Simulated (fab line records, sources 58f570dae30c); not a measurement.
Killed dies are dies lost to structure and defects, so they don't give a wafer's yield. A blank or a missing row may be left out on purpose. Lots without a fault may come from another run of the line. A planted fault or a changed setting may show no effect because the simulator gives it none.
A struck lot beside a sound one | flow berkeley_cmos170 | 17 steps out of a route of 331
Sound: wafers L491.2, L491.5, L491.6. Struck: wafers L489.2, L489.3, L489.5. The cause comes at the end.
At each step with rows: each side's tool, then ch and its chambers, then its first start. Under that, the readings that differ: sound wafers | struck wafers | difference of the means | sigmas: that difference in standard deviations of wafers without a fault.
alike: readings whose means differ by less than 2 such deviations, and words and numbers that are the same on both sides. not compared: withheld readings, readings that some wafer has no value for, bounds like >300 that may hide the same value, and numbers for which the record gives no deviation and whose values overlap.
The two part at a step that has a row with sigmas, a row that says differs or no value, or rows on one side only. Numbers that don't overlap but have no deviation are shown without sigmas and don't part them. A reading that every wafer of one side lacks parts them only if that side has two wafers or more.

first, 1 step without rows for these wafers: UCB170_PLDD_DEVELOP_05 (develop time 45 s).
UCB170_PLDD_CD_MEAS_06: target cd 1200 nm.
  sound on cd_sem-02, day 7 10:17; struck on cd_sem-01, day 6 17:17
  alike: cd_nm
UCB170_PLDD_OVL_MEAS_07:
  sound on overlay-01, day 7 10:23; struck on overlay-02, day 6 17:23
  alike: PLDD_OVL
then, 2 steps without rows for these wafers: UCB170_PLDD_IMPLANT_08; UCB170_PLDD_IMPLANT_09.
UCB170_PLDD_STRIP_10: strips in O2.
  sound on plasma_asher-04 ch 0,1, day 7 10:43; struck on plasma_asher-01 ch 0,1, day 6 17:43
  alike: drypump_motor_current_A, oes_product_au, strip_time_to_endpoint_s
  not compared: rf_hours_counter_h
UCB170_PLDD_TW_MEAS_11:
  sound on film_metro-04, day 7 10:49; struck on film_metro-04, day 6 17:50
  alike: PLDD_TW
then, 5 steps without rows for these wafers: UCB170_PLDD_CLEAN_12 (cleans in SPM, time 600 s); UCB170_NLDD_HMDS_00 (prime time 60 s); UCB170_NLDD_COAT_01 (resist thk 900 nm); UCB170_NLDD_SOFTBAKE_02 (time 60 s); UCB170_NLDD_EXPOSE_03 (exposes mask NSELECT, target cd 1200 nm).
UCB170_NLDD_PEB_04:
  sound on litho_track-04 ch 0, day 7 12:01; struck on litho_track-02 ch 0, day 6 19:01
then, 1 step without rows for these wafers: UCB170_NLDD_DEVELOP_05 (develop time 45 s).
UCB170_NLDD_CD_MEAS_06: target cd 1200 nm.
  sound on cd_sem-02, day 7 12:17; struck on cd_sem-01, day 6 19:49
  reading    | sound                | struck               | difference | sigmas
  cd_nm (nm) | 1198.5 1198.8 1198.5 | 1209.4 1209.5 1209.4 | +10.8      | +8
  not compared: hold
UCB170_NLDD_OVL_MEAS_07:
  sound on overlay-02, day 7 12:24; struck on overlay-02, day 6 22:45
  reading | sound | struck                                                                     | difference                   | sigmas
  hold    | - - - | await_dispo/2.8h/release await_dispo/2.8h/release await_dispo/2.8h/release | no value on the sound wafers |
  alike: NLDD_OVL
then, 1 step without rows for these wafers: UCB170_M3_PROBE_99.

WHERE THEY PART
First at UCB170_NLDD_CD_MEAS_06; last, within this record, at UCB170_NLDD_OVL_MEAS_07.

WHY: what the simulator had put in
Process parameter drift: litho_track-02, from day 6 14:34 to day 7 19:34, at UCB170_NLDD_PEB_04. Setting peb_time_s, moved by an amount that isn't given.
